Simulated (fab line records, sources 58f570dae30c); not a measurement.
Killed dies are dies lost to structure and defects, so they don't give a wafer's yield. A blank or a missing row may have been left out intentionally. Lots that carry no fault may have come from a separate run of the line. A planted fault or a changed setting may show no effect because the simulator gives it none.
Comparing a struck lot with a sound one :: flow berkeley_cmos170 :: 23 steps out of a route of 331
Sound: wafers L286.1, L286.2, L286.3. Wafers struck: L291.1, L291.2, L291.3. The cause comes at the end.
At each step with rows: each side's tool, then ch and its chambers, then its first start. Under that, the readings that differ: sound wafers :: struck wafers :: difference of the means :: sigmas: that difference in standard deviations of wafers without a fault.
alike: words and numbers the same on both sides, and readings whose means are apart by under 2 such deviations; not compared: readings that were withheld, readings missing a value for some wafer, numbers with overlapping values and no deviation given by the record, and bounds like >300 which may hide the same value.
The two part at a step that has a row with sigmas, a row that says differs or no value, or rows on one side only. Non-overlapping numbers with no deviation appear without sigmas and do not part them. Lack of a reading on every wafer of one side parts them only where that side has two or more wafers.

first, 6 steps without rows for these wafers: UCB170_ZERO_HMDS_00 (prime time 60 s); UCB170_ZERO_COAT_01 (resist thk 900 nm); UCB170_ZERO_SOFTBAKE_02 (time 60 s); UCB170_ZERO_EXPOSE_03 (exposes mask PM MARKS, target cd 4000 nm); UCB170_ZERO_PEB_04; UCB170_ZERO_DEVELOP_05 (develop time 45 s).
UCB170_ZERO_ETCH_06: etches SiO2 in CHF3/CF4/Ar, time 12 s.
  sound on rie_diel-01 ch 0,1,3, day 3 16:24; struck on rie_diel-03 ch 0,1,3, day 4 17:17
  alike: drypump_motor_current_A, oes_product_au, throttle_valve_pct
  not compared: rf_hours_counter_h
UCB170_ZERO_STRIP_07: strips in O2.
  sound on plasma_asher-03 ch 0,1, day 3 16:25; struck on plasma_asher-04 ch 0,1, day 4 17:18
  alike: drypump_motor_current_A, oes_product_au, strip_time_to_endpoint_s
  not compared: rf_hours_counter_h
then, 2 steps without rows for these wafers: UCB170_NWELL_WET_ETCH_00 (etches SiO2 in dHF, time 200 s); UCB170_NWELL_OXIDATION_01 (target thk 26.4 nm, ox time 1260 s).
UCB170_NWELL_THK_MEAS_02:
  sound on film_metro-01 at day 3 19:39; struck on film_metro-01 at day 4 22:07
  alike: NWELL_OXIDE_THK
then, 1 step without rows for these wafers: UCB170_NWELL_ANNEAL_03 (time 900 s).
UCB170_NWELL_CVD_04: deposits Si3N4 from SiH2Cl2/NH3, target thk 224 nm, time 3360 s.
  sound on lpcvd-01 ch 1, day 4 01:17; struck on lpcvd-01 ch 0, day 5 03:28
reading: spike_tc_source_C (C)
sound: 827.6 826.6 825.1
struck: 822.4 822.0 821.8
difference: -4.4
sigmas: -2

reading: susceptor_temp_C (C)
sound: 799.5 799.8 799.6
struck: 800.6 800.3 800.7
difference: +0.9
sigmas: +2

reading: model.Si3N4_of_NWELL_CVD_04.thk_nm (nm)
sound: 223.5 224.1 225.2
struck: 294.4 295.7 294.8
difference: +70.7
sigmas: 
  alike: spike_tc_load_C
UCB170_NWELL_THK_MEAS_05:
  sound on film_metro-01 at day 4 03:13; struck on film_metro-04 at day 5 06:22
reading: NWELL_NITRIDE_THK (nm)
sound: 223.4 224.1 225.1
struck: 294.3 295.7 294.8
difference: +70.7
sigmas: +27
then, 6 steps without rows for these wafers: UCB170_NWELL_HMDS_06 (prime time 60 s); UCB170_NWELL_COAT_07 (resist thk 900 nm); UCB170_NWELL_SOFTBAKE_08 (time 60 s); UCB170_NWELL_EXPOSE_09 (exposes mask NWELL, target cd 3000 nm); UCB170_NWELL_PEB_10; UCB170_NWELL_DEVELOP_11 (develop time 45 s).
UCB170_NWELL_OVL_MEAS_12:
  sound on overlay-02 at day 4 04:10; struck on overlay-01 at day 5 07:16
  alike: NWELL_OVL
UCB170_NWELL_ETCH_13: etches Si3N4 in CH3F/Ar/O2, stops on SiO2, target depth 246.4 nm, time 154 s.
  sound on rie_diel-01 ch 1,2,3, day 4 04:12; struck on rie_diel-02 ch 0,2,3, day 5 07:17
reading: oes_product_au (a.u.)
sound: 0.938 0.954 0.951
struck: 0.996 1.026 1.011
difference: +0.063
sigmas: +4

reading: model.etch.depth_nm (nm)
sound: 223.5 224.1 225.2
struck: 245.5 243.9 248.7
difference: +21.8
sigmas: 
  alike: drypump_motor_current_A, throttle_valve_pct
  not compared: rf_hours_counter_h
after that, 1 step had no rows for these wafers: UCB170_NWELL_IMPLANT_14.

## WHERE THEY PART
First at UCB170_NWELL_CVD_04; last, within this record, at UCB170_NWELL_ETCH_13.

WHY: whatever the simulator had introduced
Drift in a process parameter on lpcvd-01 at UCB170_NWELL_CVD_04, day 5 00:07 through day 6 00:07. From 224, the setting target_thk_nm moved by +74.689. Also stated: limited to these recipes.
